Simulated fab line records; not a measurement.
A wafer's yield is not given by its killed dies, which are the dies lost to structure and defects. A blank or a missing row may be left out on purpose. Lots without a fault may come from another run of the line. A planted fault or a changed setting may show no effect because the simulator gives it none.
fab line records + flow ritCmos
record
- lots=6
- wafers=18
- lastDay=7
route steps=202 shown NRETRO@61 PRETRO@64 GATE@75 FOX2@80 REOX@98 M1@202
lots that met no fault: from a run of the same line without faults
startH: hours from the record's first day to the start of the lot's first wafer shown + waitH: how many hours have passed since the lot's step before this one + " unchanged from the row above + L1.1+2: several wafers, shown together as one row + - no value, or no start given + * or withheld: withheld + < > ~ a bound
route shown NAME@n: NAME is a module with steps in the file, n the number in the route of the first one + usual: mean/standard deviation of fault-free wafers + same: alike in all rows + chamber/n: place in a boat + sites: readings site by site + _std_site: standard deviation across them + _edge_site: the outer-site mean with the inner-site mean subtracted + radiusMm: for every site, how far away it sits from the centre of the wafer + mask NAME#n: copy n + behind: the most recent tool/chamber to have shaped the wafer + hold: what put the lot on hold/how long, in hours/how the hold closed + device: the transistor (n, p or np) that didn't switch + end of line: tests of these same wafers at the route's end + for a step that has no rows: nothing shown but its recipe + killed: dies lost to structure and defects at the first sort, not the wafer's yield + map: dies across one wafer; x = killed, . = not, _ = none there
set.NAME: the setting as run; set.NAME@STEP: as run at that earlier step + model.NAME: the simulator's own value behind a step, which no gauge read
lots at some steps of the route; a table a step, a row a wafer
services: a tool's chamber out of use, with start hour (startH, from the record's first day; less than 0 if before it), hours out, and reason
## steps
# step RIT_NRETRO_IMPLANT_08
# recipe
- species=P
- energyKev=70
- doseCm2=1e+13
- tiltDeg=7
# step RIT_NRETRO_STRIP_09
# recipe
- chemistry=O2
- timeS=180
- resist=NOVOLAK
- platenTempC=withheld
- powerW=500
- pressureMtorr=4000
- o2FlowSccm=4000
# usual
- drypumpMotorCurrentA=6.0/0.42
# same
- timeS=180
| lot.wafer | tool           | chamber | startH | waitH | drypumpMotorCurrentA | rfHoursCounterH |
|-----------|----------------|---------|--------|-------|----------------------|-----------------|
| L380.1    | plasmaAsher-02 | 1       | 76.45  | 0.1   | 5.9                  | 44              |
| L380.3    | "              | 1       | "      | "     | 5.9                  | -               |
| L380.4    | "              | 0       | "      | "     | 6.3                  | -               |
| L383.1    | plasmaAsher-01 | 0       | 90.90  | 0.1   | 5.0                  | 46              |
| L383.5    | "              | 1       | "      | "     | 6.3                  | -               |
| L383.6    | "              | 0       | "      | "     | 5.0                  | -               |
| L386.1    | plasmaAsher-02 | 0       | 104.92 | 0.1   | 6.3                  | 47              |
| L386.5    | "              | 1       | "      | "     | 6.0                  | -               |
| L386.6    | "              | 0       | "      | "     | 6.3                  | -               |
| L389.1    | plasmaAsher-01 | 1       | 122.29 | 0.1   | 6.3                  | 50              |
| L389.3    | "              | 1       | "      | "     | 6.3                  | -               |
| L389.4    | "              | 0       | "      | "     | 5.0                  | -               |
| L393.1    | plasmaAsher-04 | 0       | 140.89 | 0.1   | 6.2                  | 2               |
| L393.2    | "              | 1       | "      | "     | 5.5                  | 2               |
| L393.3    | "              | 0       | "      | "     | 6.2                  | -               |
| L394.2    | plasmaAsher-04 | 0       | 145.86 | 0.1   | 6.2                  | 3               |
| L394.3    | "              | 1       | "      | "     | 5.5                  | -               |
| L394.6    | "              | 0       | "      | "     | 6.2                  | -               |
# step RIT_NRETRO_TW_MEAS_10
# usual
- NRETRO_TW=1056/11
| lot.wafer | tool         | chamber | startH | waitH | NRETRO_TW |
|-----------|--------------|---------|--------|-------|-----------|
| L380.1    | filmMetro-01 | -       | 76.62  | 0.1   | 1052      |
| L380.3    | "            | -       | "      | "     | 1057      |
| L380.4    | "            | -       | "      | "     | 1052      |
| L383.1    | filmMetro-03 | -       | 91.07  | 0.1   | 1061      |
| L383.5    | "            | -       | "      | "     | 1059      |
| L383.6    | "            | -       | "      | "     | 1064      |
| L386.1    | filmMetro-03 | -       | 105.09 | 0.1   | 1066      |
| L386.5    | "            | -       | "      | "     | 1070      |
| L386.6    | "            | -       | "      | "     | 1075      |
| L389.1    | filmMetro-01 | -       | 122.47 | 0.1   | 1038      |
| L389.3    | "            | -       | "      | "     | 1043      |
| L389.4    | "            | -       | "      | "     | 1041      |
| L393.1    | filmMetro-03 | -       | 141.07 | 0.1   | 1067      |
| L393.2    | "            | -       | "      | "     | 1056      |
| L393.3    | "            | -       | "      | "     | 1067      |
| L394.2    | filmMetro-01 | -       | 146.04 | 0.1   | 1041      |
| L394.3    | "            | -       | "      | "     | 1043      |
| L394.6    | "            | -       | "      | "     | 1041      |
# step RIT_PRETRO_HMDS_00
# recipe
- primeTimeS=60
- primeTempC=140
# step RIT_PRETRO_COAT_01
# recipe
- resist=NOVOLAK
- spinRpm=2000
- resistThkNm=1300
# step RIT_PRETRO_SOFTBAKE_02
# recipe
- resist=NOVOLAK
- tempC=90
- timeS=60
# step RIT_PRETRO_EXPOSE_03
# recipe
- maskId=M5
- na=0.57
- targetCdNm=43700
- doseMj=250
# step RIT_PRETRO_PEB_04
# recipe
- resist=NOVOLAK
- tempC=withheld
- timeS=withheld
# step RIT_PRETRO_DEVELOP_05
# recipe
- resist=NOVOLAK
- developTimeS=68
- devTempC=23
# step RIT_PRETRO_OVL_MEAS_06
# usual
- PRETRO_OVL=0.2/1.1
| lot.wafer | tool       | chamber | startH | waitH | PRETRO_OVL[nm] |
|-----------|------------|---------|--------|-------|----------------|
| L380.1    | overlay-01 | -       | 77.69  | -     | -0.8           |
| L380.3    | "          | -       | "      | "     | 0.3            |
| L380.4    | "          | -       | "      | "     | -0.4           |
| L383.1    | overlay-01 | -       | 92.14  | -     | -1.8           |
| L383.5    | "          | -       | "      | "     | -1.0           |
| L383.6    | "          | -       | "      | "     | -0.1           |
| L386.1    | overlay-02 | -       | 106.16 | -     | 1.9            |
| L386.5    | "          | -       | "      | "     | 0.9            |
| L386.6    | "          | -       | "      | "     | 2.0            |
| L389.1    | overlay-02 | -       | 123.51 | -     | 1.1            |
| L389.3    | "          | -       | "      | "     | 1.1            |
| L389.4    | "          | -       | "      | "     | 0.2            |
| L393.1    | overlay-01 | -       | 142.13 | -     | -1.1           |
| L393.2    | "          | -       | "      | "     | 0.5            |
| L393.3    | "          | -       | "      | "     | 0.3            |
| L394.2    | overlay-01 | -       | 146.98 | -     | 1.0            |
| L394.3    | "          | -       | "      | "     | -0.1           |
| L394.6    | "          | -       | "      | "     | 0.2            |
# step RIT_PRETRO_HARDBAKE_07
# recipe
- resist=NOVOLAK
- tempC=140
- timeS=120
# step RIT_PRETRO_IMPLANT_08
# recipe
- species=B
- energyKev=45
- doseCm2=1.2e+13
- tiltDeg=7
# step RIT_PRETRO_STRIP_09
# recipe
- chemistry=O2
- timeS=180
- resist=NOVOLAK
- platenTempC=withheld
- powerW=500
- pressureMtorr=4000
- o2FlowSccm=4000
# usual
- drypumpMotorCurrentA=5.8/0.47
# same
- timeS=180
| lot.wafer | tool           | chamber | startH | waitH | drypumpMotorCurrentA | rfHoursCounterH |
|-----------|----------------|---------|--------|-------|----------------------|-----------------|
| L380.1    | plasmaAsher-03 | 1       | 78.12  | 0.1   | 5.8                  | 28              |
| L380.3    | "              | 1       | "      | "     | 5.8                  | -               |
| L380.4    | "              | 0       | "      | "     | 5.9                  | -               |
| L383.1    | plasmaAsher-02 | 0       | 92.57  | 0.1   | 6.3                  | 45              |
| L383.5    | "              | 0       | "      | "     | 6.4                  | -               |
| L383.6    | "              | 1       | "      | "     | 6.0                  | -               |
| L386.1    | plasmaAsher-03 | 1       | 106.59 | 0.1   | 5.8                  | 31              |
| L386.5    | "              | 1       | "      | "     | 5.8                  | -               |
| L386.6    | "              | 0       | "      | "     | 6.0                  | -               |
| L389.1    | plasmaAsher-03 | 0       | 123.95 | 0.1   | 6.0                  | 33              |
| L389.3    | "              | 0       | "      | "     | 5.9                  | -               |
| L389.4    | "              | 1       | "      | "     | 5.8                  | -               |
| L393.1    | plasmaAsher-01 | 1       | 142.57 | 0.1   | 6.2                  | 52              |
| L393.2    | "              | 0       | "      | "     | 5.0                  | 52              |
| L393.3    | "              | 1       | "      | "     | 6.2                  | -               |
| L394.2    | plasmaAsher-01 | 0       | 147.56 | 0.2   | 5.0                  | 52              |
| L394.3    | "              | 0       | "      | "     | 5.1                  | -               |
| L394.6    | "              | 1       | "      | "     | 6.2                  | -               |
# step RIT_PRETRO_TW_MEAS_10
# usual
- PRETRO_TW=472/3.4
| lot.wafer | tool         | chamber | startH | waitH | PRETRO_TW |
|-----------|--------------|---------|--------|-------|-----------|
| L380.1    | filmMetro-04 | -       | 78.30  | 0.1   | 479       |
| L380.3    | "            | -       | "      | "     | 477       |
| L380.4    | "            | -       | "      | "     | 478       |
| L383.1    | filmMetro-02 | -       | 92.75  | 0.1   | 467       |
| L383.5    | "            | -       | "      | "     | 469       |
| L383.6    | "            | -       | "      | "     | 470       |
| L386.1    | filmMetro-04 | -       | 106.77 | 0.1   | 478       |
| L386.5    | "            | -       | "      | "     | 478       |
| L386.6    | "            | -       | "      | "     | 478       |
| L389.1    | filmMetro-02 | -       | 124.12 | 0.1   | 472       |
| L389.3    | "            | -       | "      | "     | 474       |
| L389.4    | "            | -       | "      | "     | 473       |
| L393.1    | filmMetro-02 | -       | 142.74 | 0.1   | 471       |
| L393.2    | "            | -       | "      | "     | 474       |
| L393.3    | "            | -       | "      | "     | 474       |
| L394.2    | filmMetro-01 | -       | 147.74 | 0.1   | 471       |
| L394.3    | "            | -       | "      | "     | 474       |
| L394.6    | "            | -       | "      | "     | 470       |
# step RIT_GATE_WET_ETCH_00
# recipe
- chemistry=BOE
- target=SiO2
- targetDepthNm=56
- timeS=60
- dry=n2Spin
- dilution=10:1
- tempC=21.5
# step RIT_GATE_CLEAN_01
# recipe
- chemistry=SC1
- mix=3:3:50
- timeS=600
- tempC=75
# step RIT_GATE_CLEAN_02
# recipe
- chemistry=dHF
- dilution=50:1
- timeS=30
# step RIT_GATE_CLEAN_03
# recipe
- chemistry=SC2
- mix=3:3:50
- timeS=600
- tempC=75
- dry=n2Spin
# step RIT_GATE_CLEAN_04
# recipe
- chemistry=dHF
- dilution=50:1
- timeS=60
- dry=n2Spin
# step RIT_FOX2_THK_MEAS_91
# recipe
- reads=SiO2_of_FOX2_OXIDATION_00
# usual
- FIELD_OXIDE_LEFT_2_THK=255/7.3
| lot.wafer | tool         | chamber | startH | waitH | FIELD_OXIDE_LEFT_2_THK[nm] |
|-----------|--------------|---------|--------|-------|----------------------------|
| L380.1    | filmMetro-02 | -       | 78.81  | 0.0   | 247                        |
| L380.3    | "            | -       | "      | "     | 247                        |
| L380.4    | "            | -       | "      | "     | 249                        |
| L383.1    | filmMetro-01 | -       | 93.25  | 0.0   | 258                        |
| L383.5    | "            | -       | "      | "     | 258                        |
| L383.6    | "            | -       | "      | "     | 256                        |
| L386.1    | filmMetro-01 | -       | 107.27 | 0.0   | 250                        |
| L386.5    | "            | -       | "      | "     | 251                        |
| L386.6    | "            | -       | "      | "     | 244                        |
| L389.1    | filmMetro-02 | -       | 124.60 | 0.0   | 259                        |
| L389.3    | "            | -       | "      | "     | 262                        |
| L389.4    | "            | -       | "      | "     | 260                        |
| L393.1    | filmMetro-02 | -       | 143.22 | 0.0   | 264                        |
| L393.2    | "            | -       | "      | "     | 267                        |
| L393.3    | "            | -       | "      | "     | 264                        |
| L394.2    | filmMetro-02 | -       | 148.22 | 0.0   | 254                        |
| L394.3    | "            | -       | "      | "     | 257                        |
| L394.6    | "            | -       | "      | "     | 257                        |
# step RIT_GATE_OXIDATION_05
# recipe
- tempC=900
- ambient=O2
- targetThkA=30
- oxTimeS=270
# step RIT_GATE_ANNEAL_06
# recipe
- tempC=900
- timeS=600
- ambient=N2O
# step RIT_GATE_THK_MEAS_07
# recipe
- reads=SiO2_of_GATE_OXIDATION_05
# usual
- GATE_OXIDE_THK=3.02/0.07
| lot.wafer | tool         | chamber | startH | waitH | GATE_OXIDE_THK[nm] |
|-----------|--------------|---------|--------|-------|--------------------|
| L380.1    | filmMetro-01 | -       | 80.20  | 0.0   | 2.95               |
| L380.3    | "            | -       | "      | "     | 3.00               |
| L380.4    | "            | -       | "      | "     | 2.95               |
| L383.1    | filmMetro-02 | -       | 98.28  | 0.0   | 3.04               |
| L383.5    | "            | -       | "      | "     | 3.12               |
| L383.6    | "            | -       | "      | "     | 3.04               |
| L386.1    | filmMetro-03 | -       | 109.80 | 0.0   | 3.09               |
| L386.5    | "            | -       | "      | "     | 3.09               |
| L386.6    | "            | -       | "      | "     | 3.07               |
| L389.1    | filmMetro-03 | -       | 127.94 | 0.0   | 2.96               |
| L389.3    | "            | -       | "      | "     | 2.95               |
| L389.4    | "            | -       | "      | "     | 2.97               |
| L393.1    | filmMetro-03 | -       | 147.40 | 0.0   | 3.01               |
| L393.2    | "            | -       | "      | "     | 3.00               |
| L393.3    | "            | -       | "      | "     | 3.00               |
| L394.2    | filmMetro-01 | -       | 150.72 | 0.0   | 2.93               |
| L394.3    | "            | -       | "      | "     | 2.86               |
| L394.6    | "            | -       | "      | "     | 2.93               |
# step RIT_GATE_CVD_08
# recipe
- material=poly-Si
- targetThkNm=250
- tempC=610
- precursor=SiH4
- timeS=2220
- pressureMtorr=300
- sih4FlowSccm=100
# step RIT_GATE_THK_MEAS_09
# recipe
- reads=poly-Si_of_GATE_CVD_08
# usual
- GATE_POLY_THK=249.4/2.6
| lot.wafer | tool         | chamber | startH | waitH | GATE_POLY_THK[nm] |
|-----------|--------------|---------|--------|-------|-------------------|
| L380.1    | filmMetro-01 | -       | 81.87  | 0.0   | 250.7             |
| L380.3    | "            | -       | "      | "     | 249.7             |
| L380.4    | "            | -       | "      | "     | 249.7             |
| L383.1    | filmMetro-01 | -       | 101.32 | 0.0   | 251.2             |
| L383.5    | "            | -       | "      | "     | 252.1             |
| L383.6    | "            | -       | "      | "     | 252.9             |
| L386.1    | filmMetro-03 | -       | 111.48 | 0.0   | 247.6             |
| L386.5    | "            | -       | "      | "     | 248.2             |
| L386.6    | "            | -       | "      | "     | 249.0             |
| L389.1    | filmMetro-02 | -       | 129.62 | 0.0   | 254.1             |
| L389.3    | "            | -       | "      | "     | 254.2             |
| L389.4    | "            | -       | "      | "     | 254.8             |
| L393.1    | filmMetro-02 | -       | 149.08 | 0.0   | 249.8             |
| L393.2    | "            | -       | "      | "     | 249.3             |
| L393.3    | "            | -       | "      | "     | 249.3             |
| L394.2    | filmMetro-02 | -       | 152.40 | 0.0   | 252.7             |
| L394.3    | "            | -       | "      | "     | 252.5             |
| L394.6    | "            | -       | "      | "     | 251.2             |
# step RIT_GATE_HMDS_10
# recipe
- primeTimeS=60
- primeTempC=140
# step RIT_GATE_COAT_11
# recipe
- resist=NOVOLAK
- spinRpm=4250
- resistThkNm=850
# step RIT_GATE_SOFTBAKE_12
# recipe
- resist=NOVOLAK
- tempC=90
- timeS=60
# step RIT_GATE_EXPOSE_13
# recipe
- maskId=M6
- na=0.6
- sourceShape=conventional
- sigmaOuter=0.6
- targetCdNm=150
- doseMj=380
# step RIT_GATE_PEB_14
# recipe
- resist=NOVOLAK
- tempC=withheld
- timeS=withheld
# step RIT_GATE_DEVELOP_15
# recipe
- resist=NOVOLAK
- developTimeS=50
- devTempC=23
# step RIT_GATE_CD_MEAS_16
# recipe
- targetCdNm=150
# usual
- cdNm=150.7/2.5
| lot.wafer | tool     | chamber | startH | waitH | cdNm  |
|-----------|----------|---------|--------|-------|-------|
| L380.1    | cdSem-02 | -       | 82.85  | -     | 154.2 |
| L380.3    | "        | -       | "      | "     | 155.6 |
| L380.4    | "        | -       | "      | "     | 155.1 |
| L383.1    | cdSem-02 | -       | 102.35 | -     | 153.8 |
| L383.5    | "        | -       | "      | "     | 152.3 |
| L383.6    | "        | -       | "      | "     | 152.7 |
| L386.1    | cdSem-02 | -       | 112.56 | -     | 149.6 |
| L386.5    | "        | -       | "      | "     | 150.1 |
| L386.6    | "        | -       | "      | "     | 151.3 |
| L389.1    | cdSem-02 | -       | 130.66 | -     | 148.6 |
| L389.3    | "        | -       | "      | "     | 150.8 |
| L389.4    | "        | -       | "      | "     | 150.9 |
| L393.1    | cdSem-02 | -       | 149.99 | -     | 150.9 |
| L393.2    | "        | -       | "      | "     | 151.3 |
| L393.3    | "        | -       | "      | "     | 151.1 |
| L394.2    | cdSem-02 | -       | 153.47 | -     | 150.2 |
| L394.3    | "        | -       | "      | "     | 151.6 |
| L394.6    | "        | -       | "      | "     | 150.2 |
# step RIT_GATE_OVL_MEAS_17
# usual
- GATE_OVL=0.1/1.5
| lot.wafer | tool       | chamber | startH | waitH | GATE_OVL[nm] |
|-----------|------------|---------|--------|-------|--------------|
| L380.1    | overlay-01 | -       | 82.97  | 0.1   | 2.2          |
| L380.3    | "          | -       | "      | "     | 4.7          |
| L380.4    | "          | -       | "      | "     | 2.8          |
| L383.1    | overlay-01 | -       | 102.47 | 0.1   | -2.4         |
| L383.5    | "          | -       | "      | "     | -1.2         |
| L383.6    | "          | -       | "      | "     | -1.4         |
| L386.1    | overlay-02 | -       | 112.68 | 0.1   | -1.7         |
| L386.5    | "          | -       | "      | "     | -0.2         |
| L386.6    | "          | -       | "      | "     | -2.6         |
| L389.1    | overlay-02 | -       | 130.78 | 0.1   | 0.9          |
| L389.3    | "          | -       | "      | "     | 0.0          |
| L389.4    | "          | -       | "      | "     | 0.0          |
| L393.1    | overlay-01 | -       | 150.11 | 0.1   | -1.6         |
| L393.2    | "          | -       | "      | "     | -1.8         |
| L393.3    | "          | -       | "      | "     | -1.5         |
| L394.2    | overlay-02 | -       | 153.58 | 0.1   | 0.2          |
| L394.3    | "          | -       | "      | "     | 2.4          |
| L394.6    | "          | -       | "      | "     | 0.5          |
# step RIT_GATE_HARDBAKE_18
# recipe
- resist=NOVOLAK
- tempC=140
- timeS=60
# step RIT_GATE_ETCH_19
# recipe
- chemistry=SF6/CHF3/O2
- timeS=165
- SF6_flow_sccm=30
- CHF3_flow_sccm=30
- O2_flow_sccm=5
- target=poly-Si
- pressureMtorr=40
- rfW=160
- targetDepthA=3125
- overEtchFrac=0.25
- stopOn=SiO2
# usual
- drypumpMotorCurrentA=5.6/0.4
- oesProductAu=0.859/0.014
- throttleValvePct=10.25/0.11
# same
- timeS=165
| lot.wafer | tool     | chamber | startH | waitH | drypumpMotorCurrentA | oesProductAu | rfHoursCounterH | throttleValvePct |
|-----------|----------|---------|--------|-------|----------------------|--------------|-----------------|------------------|
| L380.1    | rieSi-02 | 1       | 83.16  | 0.1   | 5.3                  | 0.868        | 42              | 10.24            |
| L380.3    | "        | 3       | "      | "     | 5.0                  | 0.872        | 2               | 10.19            |
| L380.4    | "        | 0       | "      | "     | 6.2                  | 0.862        | 99              | 10.04            |
| L383.1    | rieSi-01 | 1       | 102.66 | 0.1   | 5.5                  | 0.843        | 0               | 10.10            |
| L383.5    | "        | 1       | "      | "     | 5.5                  | 0.838        | -               | 10.10            |
| L383.6    | "        | 2       | "      | "     | 5.8                  | 0.849        | -               | 10.34            |
| L386.1    | rieSi-02 | 3       | 112.87 | 0.1   | 5.0                  | 0.869        | 2               | 10.18            |
| L386.5    | "        | 0       | "      | "     | 6.2                  | 0.864        | -               | 10.05            |
| L386.6    | "        | 1       | "      | "     | 5.3                  | 0.861        | -               | 10.23            |
| L389.1    | rieSi-01 | 3       | 130.96 | 0.1   | 5.8                  | 0.883        | 133             | 10.40            |
| L389.3    | "        | 1       | "      | "     | 5.5                  | 0.852        | 0               | 10.10            |
| L389.4    | "        | 0       | "      | "     | 6.1                  | 0.849        | 83              | 10.30            |
| L393.1    | rieSi-01 | 1       | 150.30 | 0.1   | 5.5                  | 0.843        | 0               | 10.10            |
| L393.2    | "        | 2       | "      | "     | 5.8                  | 0.850        | 2               | 10.35            |
| L393.3    | "        | 0       | "      | "     | 6.1                  | 0.851        | 83              | 10.30            |
| L394.2    | rieSi-02 | 3       | 153.77 | 0.1   | 5.0                  | 0.877        | 2               | 10.18            |
| L394.3    | "        | 0       | "      | "     | 6.2                  | 0.875        | 100             | 10.06            |
| L394.6    | "        | 0       | "      | "     | 6.2                  | 0.865        | -               | 10.05            |
# step RIT_GATE_STRIP_20
# recipe
- chemistry=O2
- timeS=180
- resist=NOVOLAK
- platenTempC=withheld
- powerW=500
- pressureMtorr=4000
- o2FlowSccm=4000
# usual
- drypumpMotorCurrentA=5.8/0.45
# same
- timeS=180
| lot.wafer | tool           | chamber | startH | waitH | drypumpMotorCurrentA | rfHoursCounterH |
|-----------|----------------|---------|--------|-------|----------------------|-----------------|
| L380.1    | plasmaAsher-01 | 0       | 83.27  | 0.1   | 5.0                  | 45              |
| L380.3    | "              | 1       | "      | "     | 6.3                  | -               |
| L380.4    | "              | 0       | "      | "     | 5.1                  | -               |
| L383.1    | plasmaAsher-03 | 0       | 102.77 | 0.1   | 5.9                  | 31              |
| L383.5    | "              | 1       | "      | "     | 5.8                  | -               |
| L383.6    | "              | 0       | "      | "     | 5.9                  | -               |
| L386.1    | plasmaAsher-01 | 0       | 112.98 | 0.1   | 5.1                  | 48              |
| L386.5    | "              | 1       | "      | "     | 6.3                  | -               |
| L386.6    | "              | 0       | "      | "     | 5.0                  | -               |
| L389.1    | plasmaAsher-04 | 0       | 131.07 | 0.1   | 6.2                  | 1               |
| L389.3    | "              | 0       | "      | "     | 6.2                  | -               |
| L389.4    | "              | 1       | "      | "     | 5.5                  | -               |
| L393.1    | plasmaAsher-03 | 0       | 150.40 | 0.1   | 5.9                  | 36              |
| L393.2    | "              | 1       | "      | "     | 5.8                  | 36              |
| L393.3    | "              | 0       | "      | "     | 5.9                  | -               |
| L394.2    | plasmaAsher-01 | 0       | 153.87 | 0.1   | 5.0                  | 53              |
| L394.3    | "              | 0       | "      | "     | 5.1                  | -               |
| L394.6    | "              | 1       | "      | "     | 6.3                  | -               |
# step RIT_GATE_CD_MEAS_90
# recipe
- targetCdNm=150
# usual
- cdNm=150.7/2.5
| lot.wafer | tool     | chamber | startH | waitH | cdNm  |
|-----------|----------|---------|--------|-------|-------|
| L380.1    | cdSem-01 | -       | 83.44  | 0.1   | 154.1 |
| L380.3    | "        | -       | "      | "     | 155.8 |
| L380.4    | "        | -       | "      | "     | 155.1 |
| L383.1    | cdSem-01 | -       | 102.94 | 0.1   | 153.5 |
| L383.5    | "        | -       | "      | "     | 152.3 |
| L383.6    | "        | -       | "      | "     | 152.7 |
| L386.1    | cdSem-01 | -       | 113.15 | 0.1   | 149.0 |
| L386.5    | "        | -       | "      | "     | 150.0 |
| L386.6    | "        | -       | "      | "     | 151.6 |
| L389.1    | cdSem-01 | -       | 131.25 | 0.1   | 148.8 |
| L389.3    | "        | -       | "      | "     | 150.7 |
| L389.4    | "        | -       | "      | "     | 151.2 |
| L393.1    | cdSem-02 | -       | 150.58 | 0.1   | 151.3 |
| L393.2    | "        | -       | "      | "     | 151.4 |
| L393.3    | "        | -       | "      | "     | 150.8 |
| L394.2    | cdSem-01 | -       | 154.07 | 0.1   | 150.6 |
| L394.3    | "        | -       | "      | "     | 151.4 |
| L394.6    | "        | -       | "      | "     | 150.2 |
# step RIT_REOX_CLEAN_00
# recipe
- chemistry=SC1
- mix=3:3:50
- timeS=600
- tempC=75
# step RIT_REOX_CLEAN_01
# recipe
- chemistry=dHF
- dilution=50:1
- timeS=30
# step RIT_REOX_CLEAN_02
# recipe
- chemistry=SC2
- mix=3:3:50
- timeS=600
- tempC=75
- dry=n2Spin
# step RIT_REOX_OXIDATION_03
# recipe
- tempC=900
- ambient=O2
- targetThkA=252
- oxTimeS=5580
# step RIT_REOX_THK_MEAS_04
# recipe
- reads=SiO2_of_REOX_OXIDATION_03
# usual
- REOX_OXIDE_THK=24.8/0.57
| lot.wafer | tool         | chamber | startH | waitH | REOX_OXIDE_THK[nm] |
|-----------|--------------|---------|--------|-------|--------------------|
| L380.1    | filmMetro-04 | -       | 87.15  | 0.0   | 24.6               |
| L380.3    | "            | -       | "      | "     | 24.4               |
| L380.4    | "            | -       | "      | "     | 24.4               |
| L383.1    | filmMetro-04 | -       | 106.00 | 0.0   | 24.9               |
| L383.5    | "            | -       | "      | "     | 24.7               |
| L383.6    | "            | -       | "      | "     | 24.6               |
| L386.1    | filmMetro-02 | -       | 117.01 | 0.0   | 25.5               |
| L386.5    | "            | -       | "      | "     | 25.1               |
| L386.6    | "            | -       | "      | "     | 25.3               |
| L389.1    | filmMetro-04 | -       | 134.60 | 0.0   | 24.2               |
| L389.3    | "            | -       | "      | "     | 23.9               |
| L389.4    | "            | -       | "      | "     | 24.6               |
| L393.1    | filmMetro-03 | -       | 153.62 | 0.0   | 25.2               |
| L393.2    | "            | -       | "      | "     | 25.2               |
| L393.3    | "            | -       | "      | "     | 25.0               |
| L394.2    | filmMetro-03 | -       | 157.10 | 0.0   | 25.1               |
| L394.3    | "            | -       | "      | "     | 25.3               |
| L394.6    | "            | -       | "      | "     | 24.7               |
# step RIT_M1_PROBE_99
# usual
- killedAtContacts=0.1/0.24
- killedAtFrontEnd=7/3.2
- killedDies=7/3.2
- killedOnRim=1.9/1.4
- killedOpen=3.6/2.1
- killedShort=3.5/2
# same
- grossDies=264
- killed_at_M0_to_M3=0
- killed_at_M4_up=0
- killedAtBackSide=0
- killedAtOther=0
| lot.wafer | tool      | chamber | startH | waitH | hold                    | killedAtContacts | killedAtFrontEnd | killedDies | killedOnRim | killedOpen | killedShort |
|-----------|-----------|---------|--------|-------|-------------------------|------------------|------------------|------------|-------------|------------|-------------|
| L383.1    | prober-02 | -       | 122.51 | 0.1   | -                       | 0                | 7                | 7          | 3           | 4          | 3           |
| L383.5    | prober-02 | -       | 122.71 | 0.2   | -                       | 0                | 8                | 8          | 3           | 6          | 2           |
| L383.6    | prober-02 | -       | 122.76 | 0.2   | -                       | 0                | 5                | 5          | 2           | 3          | 2           |
| L386.1    | prober-01 | -       | 133.79 | 0.1   | awaitDispo/1.6h/release | 0                | 36               | 36         | 8           | 1          | 2           |
| L386.5    | prober-01 | -       | 133.99 | 0.2   | awaitDispo/1.6h/release | 0                | 43               | 43         | 7           | 8          | 1           |
| L386.6    | prober-01 | -       | 134.04 | 0.2   | awaitDispo/1.6h/release | 0                | 12               | 12         | 3           | 4          | 8           |
| L389.1    | prober-02 | -       | 152.42 | 0.1   | awaitDispo/3.3h/release | 0                | 7                | 7          | 3           | 6          | 1           |
| L389.3    | prober-02 | -       | 152.52 | 0.2   | awaitDispo/3.3h/release | 0                | 7                | 7          | 2           | 2          | 5           |
| L389.4    | prober-02 | -       | 152.57 | 0.2   | awaitDispo/3.3h/release | 0                | 38               | 38         | 9           | 1          | 3           |
# killed by level:class
L383.1 FOX1:geometricParticle:open=2 GATE:geometricParticle:short=1 GATE:geometricParticle:open=1 REOX:geometricParticle:short=1 SPACER:geometricParticle:short=1 SPACER:geometricParticle:open=1
L383.5 FOX1:geometricParticle:open=2 SILICIDE:geometricParticle:open=2 FOX1:geometricParticle:short=1 GATE:geometricParticle:open=1 SPACER:geometricParticle:short=1 SPACER:geometricParticle:open=1
L383.6 GATE:geometricParticle:open=2 GATE:geometricParticle:short=1 SPACER:geometricParticle:short=1 SPACER:geometricParticle:open=1
L386.1 PRETRO:unspecified=33 FOX2:geometricParticle:short=1 SPACER:geometricParticle:short=1 SPACER:geometricParticle:open=1
L386.5 PRETRO:unspecified=34 FOX2:geometricParticle:open=4 GATE:geometricParticle:open=3 FOX1:geometricParticle:short=1 SILICIDE:geometricParticle:open=1
L386.6 GATE:geometricParticle:open=4 SILICIDE:geometricParticle:short=3 FOX2:geometricParticle:short=2 FOX1:geometricParticle:short=1 GATE:geometricParticle:short=1 REOX:geometricParticle:short=1
L389.1 GATE:geometricParticle:open=3 FOX1:geometricParticle:open=2 FOX2:geometricParticle:open=1 SPACER:geometricParticle:short=1
L389.3 GATE:geometricParticle:short=4 FOX1:geometricParticle:short=1 FOX2:geometricParticle:open=1 SPACER:geometricParticle:open=1
L389.4 PRETRO:unspecified=34 GATE:geometricParticle:short=1 REOX:geometricParticle:short=1 REOX:geometricParticle:open=1 SPACER:geometricParticle:short=1
# map L386.5 (x killed, . not)
________......._______
_____....x........____
____xxxx...........___
___xxxxxxx..........__
__xxxxxxxx..........._
__.xxxxxxx..........._
_.x.xxxxx....x........
_..xx............x....
_.....x.........x.....
_.....................
__...x..x........x..._
__..................._
___.................__
____.....x.........___
_____.............____
________......._______
# map L389.4 (x killed, . not)
________......x_______
_____xx.....x.....____
____xxxxxx.........___
___.xxxx.x..........__
__xxxxxxxx..........._
__xxxxxxxx..........._
_..xxxxx..............
_.....x...............
_.....................
_............x........
__..................._
__..................._
___.................__
____...............___
_____.............____
________......._______
## services
| tool           | chamber | startH | hours | kind          |
|----------------|---------|--------|-------|---------------|
| rieSi-02       | 3       | 63.02  | 0.9   | repair        |
| rieSi-01       | 1       | 68.24  | -     | clean         |
| rieSi-01       | 1       | 68.24  | 23.4  | scheduledDown |
| rieSi-01       | 1       | 68.24  | 23.4  | ventCycle     |
| rieSi-02       | 0       | 92.27  | 17.3  | repair        |
| rieSi-02       | 3       | 100.43 | 4.9   | repair        |
| plasmaAsher-04 | -       | 108.75 | 9.0   | pm            |
| plasmaAsher-04 | 0       | 108.75 | 9.0   | ventCycle     |
| plasmaAsher-04 | 1       | 108.75 | 9.0   | ventCycle     |
| plasmaAsher-03 | -       | 109.64 | 4.5   | repair        |
| plasmaAsher-04 | 0       | 117.75 | -     | clean         |
| plasmaAsher-04 | 1       | 117.75 | -     | clean         |
| rieSi-01       | 2       | 122.60 | 3.7   | repair        |
| plasmaAsher-04 | -       | 135.38 | 1.3   | repair        |
| plasmaAsher-04 | -       | 138.57 | 1.2   | repair        |
## key
firstSign
- step=RIT_M1_PROBE_99
- reading=killedAtFrontEnd
- direction=up
- sigmas=9.9
- usual=7
- struck=39
effect
- step=RIT_M1_PROBE_99
- reading=killedDies
- direction=up
- sigmas=9.9
- usual=7
- struck=39
metAt RIT_PRETRO_STRIP_09
struckWafers L386.1,L386.5,L389.4
testerLeftOut L386,L389
onsetBetween 78.12 106.59
fault
- kind=chamberParticleSource
- tool=plasmaAsher-03
- chamber=1
- onsetH=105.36
- steps=RIT_PRETRO_STRIP_09
- ratePerVisitCm2=1.1524
- endH=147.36
# testerLeftOut: of these lots the tester's yield and bins aren't shown, on N5 and GAA mostly nor the transistor test; their killed dies are dies lost to structure and defects alone, not to doping, threshold or leakage, so they don't give the yield
